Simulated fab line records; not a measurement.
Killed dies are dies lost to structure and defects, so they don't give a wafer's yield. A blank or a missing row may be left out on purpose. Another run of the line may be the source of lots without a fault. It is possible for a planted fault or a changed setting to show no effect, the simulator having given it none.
Comparing a struck lot with a sound one || flow berkeleyCmos170 || 16 steps out of a route of 331
Sound: these wafers, L619.2, L619.4, L619.5. Wafers struck: L629.1, L629.2, L629.6. The cause comes at the end.
Per side, at each step with rows, come the tool, then ch with its chambers, and then its first start. Under that, the readings that differ: sound wafers || struck wafers || difference of the means || sigmas: that difference in standard deviations of wafers without a fault.
alike: a reading whose means differ by less than 2 such deviations, as well as words and numbers matching on both sides. not compared: withheld readings; readings where some wafer has no value; bounds like >300 that might hide an equal value; numbers whose values overlap and for which the record gives no deviation.
Wherever a step has rows on one side only, a row that says differs or no value, or a row with sigmas, the two part there. Numbers that don't overlap but have no deviation are shown without sigmas and don't part them. A reading that every wafer of one side lacks parts them only if that side has two wafers or more.

first, 2 steps without rows for these wafers: UCB170_M3_COAT_05 (resist thk 900 nm); UCB170_M3_SOFTBAKE_06 (time 60 s).
UCB170_M3_STRIP_07: strips in O2.
  sound on plasmaAsher-04 ch 0,1, day 9 21:37; struck on plasmaAsher-04 ch 0,1, day 11 01:02
  alike: drypumpMotorCurrentA, oesProductAu, stripTimeToEndpointS
  not compared: rfHoursCounterH
then, 7 steps without rows for these wafers: UCB170_M3_STRIP_08 (strips KrF in DMSO, time 600 s); UCB170_M3_COAT_09; UCB170_M3_COAT_10 (resist thk 900 nm); UCB170_M3_SOFTBAKE_11 (time 60 s); UCB170_M3_EXPOSE_12 (exposes mask METAL3, target cd 700 nm); UCB170_M3_PEB_13; UCB170_M3_DEVELOP_14 (develop time 45 s).
UCB170_M3_CD_MEAS_15: target cd 700 nm.
  sound on cdSem-01, day 9 23:39; struck on cdSem-01, day 11 03:19
  alike: cdNm
UCB170_M3_OVL_MEAS_16:
  sound on overlay-01, day 9 23:45; struck on overlay-01, day 11 03:26
  alike: M3_OVL
UCB170_M3_ETCH_17: etches BARC in N2/H2.
  sound on rieDiel-01 ch 1,2, day 9 23:47; struck on rieDiel-01 ch 0,2, day 11 03:28
{"reading": "oesProductAu (a.u.)", "sound": "1.023 0.992 0.991", "struck": "1.467 1.447 1.471", "difference": "+0.460", "sigmas": "+23"}
{"reading": "model.M3.cdNm (nm)", "sound": "698.8 698.6 698.6", "struck": "693.9 695.4 695.9", "difference": -3.6, "sigmas": ""}
  alike: drypumpMotorCurrentA, rfFwdPowerW, throttleValvePct
UCB170_M3_METAL_ETCH_18: etches Al in Cl2/BCl3, stops on SiO2, target depth 1170 nm, time 195 s.
  sound on rieMetal-01 ch 0,1, day 9 23:50; struck on rieMetal-02 ch 0,1, day 11 03:31
{"reading": "drypumpMotorCurrentA (A)", "sound": "5.8 5.5 5.5", "struck": "6.3 6.3 6.3", "difference": "+0.7", "sigmas": "+2"}
  alike: bcl3FlowSccm, oesProductAu, rfFwdPowerW, throttleValvePct
  not compared: rfHoursCounterH, model.M3.cdNm
UCB170_M3_STRIP_19: strips in O2.
  sound on plasmaAsher-02 ch 0, day 10 00:01; struck on plasmaAsher-01 ch 0,1, day 11 03:41
  alike: drypumpMotorCurrentA, oesProductAu
  not compared: rfHoursCounterH
UCB170_M3_PROBE_99:
  rows exist in the record for the struck wafers here (prober-01, day 11 04:02), but not for the sound ones

== WHERE THEY PART ==
First at UCB170_M3_ETCH_17; last, within this record, at UCB170_M3_PROBE_99.

WHY: what had been put in by the simulator
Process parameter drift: rieDiel-01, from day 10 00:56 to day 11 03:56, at UCB170_M3_ETCH_17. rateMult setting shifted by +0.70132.
